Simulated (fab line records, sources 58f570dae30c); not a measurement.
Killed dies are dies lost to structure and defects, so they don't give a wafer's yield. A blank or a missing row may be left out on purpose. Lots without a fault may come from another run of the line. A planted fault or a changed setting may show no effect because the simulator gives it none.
Problem report in the 8D (eight disciplines) form, filled by code | flow berkeley_cmos170 | the parts of the form that need people (team, actions taken, sign-off) are left out

1. THE PROBLEM
cd_nm at UCB170_V1_CD_MEAS_90 reads a mean of 706.6 nm on 3 wafers of 2 lots; wafers without a fault read 699.5 nm with a standard deviation of 1.4. That is +5.0 standard deviations from the usual mean.
The step: target cd 700 nm.
First seen on wafer L154.3, day 11 15:56, on cd_sem-01. The record holds 16 wafers of 6 lots with a number at this step. Rule for "out", or "out of limits": more than 4 standard deviations from the usual mean. The other wafers with a number count as sound.

2. WHAT IT IS AND WHAT IT IS NOT
question                    | is                     | is not
which readings at this step | cd_nm                  | -
which lots                  | L154, L156             | L142, L143, L155, L163
which wafers of those lots  | L154.3, L156.3, L156.5 | L156.6
read on which gauges        | cd_sem-01              | cd_sem-02
when                        | from day 11 15:56      | up to then (6 sound wafers); but 7 sound wafers of L155, L156, L163 came after

3. SUSPECTS, AND WHAT RULES EACH OUT
Counting: a tool at a process step up to the reading stays a suspect if it ran every lot that is out. Sound lots after the first of them don't rule it out here, since some wafers of a struck lot are sound.
- the gauge at UCB170_V1_CD_MEAS_90: ruled out. All the wafers that are out were read on cd_sem-01, but those of them that UCB170_V1_ETCH_14 has rows for are out there too, on other tools.
- rie_diel-02 at UCB170_V1_ETCH_14 (etches SiO2 in CHF3/CF4/Ar, stops on Al, target depth 1250 nm, time 291 s): kept. It ran every lot that is out, first L154 (day 11 15:37); its last sound lot up to then is L143 (day 8 22:07). Its own readings are out on those wafers: rf_fwd_power_W.
- plasma_asher-01 at UCB170_V1_STRIP_15 (strips in O2): kept. It ran every lot that is out, first L154 (day 11 15:49); its last sound lot up to then is L143 (day 8 22:18). Its own readings are out on those wafers: strip_time_to_endpoint_s.
- Within rie_diel-02 at UCB170_V1_ETCH_14: the wafers that are out ran in chamber 0; their sound lot-mates ran in chamber 1.
Left after counting: rie_diel-02 at UCB170_V1_ETCH_14, plasma_asher-01 at UCB170_V1_STRIP_15.

4. THE CAUSE (what the simulator had put in)
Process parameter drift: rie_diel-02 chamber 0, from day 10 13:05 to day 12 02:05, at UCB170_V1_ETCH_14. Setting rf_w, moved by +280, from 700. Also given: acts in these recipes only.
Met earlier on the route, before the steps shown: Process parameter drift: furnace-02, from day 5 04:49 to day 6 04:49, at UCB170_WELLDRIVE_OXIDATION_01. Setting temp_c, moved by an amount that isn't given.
Counting left 2 suspects, and this tool is among them.

5. THE CHAIN OF EFFECTS, in route order
Each row: a reading whose mean over the struck wafers that have a number lies more than 3 standard deviations from the usual. Only readings for which the record gives a usual standard deviation are gone through. hours: the time from each lot's start at the first step in this table that gives one to its start at this step, as a median over the lots. sigmas: the change in usual standard deviations.
hours | step                 | reading                  | usual    | on struck wafers | change | sigmas
0     | UCB170_V1_ETCH_14    | rf_fwd_power_W           | 698.5 W  | 979.7            | +281.2 | +99 or more
0     | UCB170_V1_STRIP_15   | strip_time_to_endpoint_s | 15.31 s  | 14.12            | -1.19  | -11
0     | UCB170_V1_CD_MEAS_90 | cd_nm                    | 699.5 nm | 706.6            | +7.1   | +5.0
The process steps in it:
- UCB170_V1_ETCH_14: etches SiO2 in CHF3/CF4/Ar, stops on Al, target depth 1250 nm, time 291 s.
- UCB170_V1_STRIP_15: strips in O2.

6. WHAT WOULD HAVE CAUGHT IT SOONER
In this record the first reading out of limits at a measuring or inspecting step was taken at day 11 15:56, 27 hours after the fault began at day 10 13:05.
The tool's own readings at UCB170_V1_ETCH_14 were out on every struck wafer that the step has a row for (rf_fwd_power_W): an alarm limit on them would have fired on the first of those.
Of the lots that are out (2), L156 began UCB170_V1_ETCH_14 on rie_diel-02 after day 11 15:56. A hold on the tool at that time would have spared it.
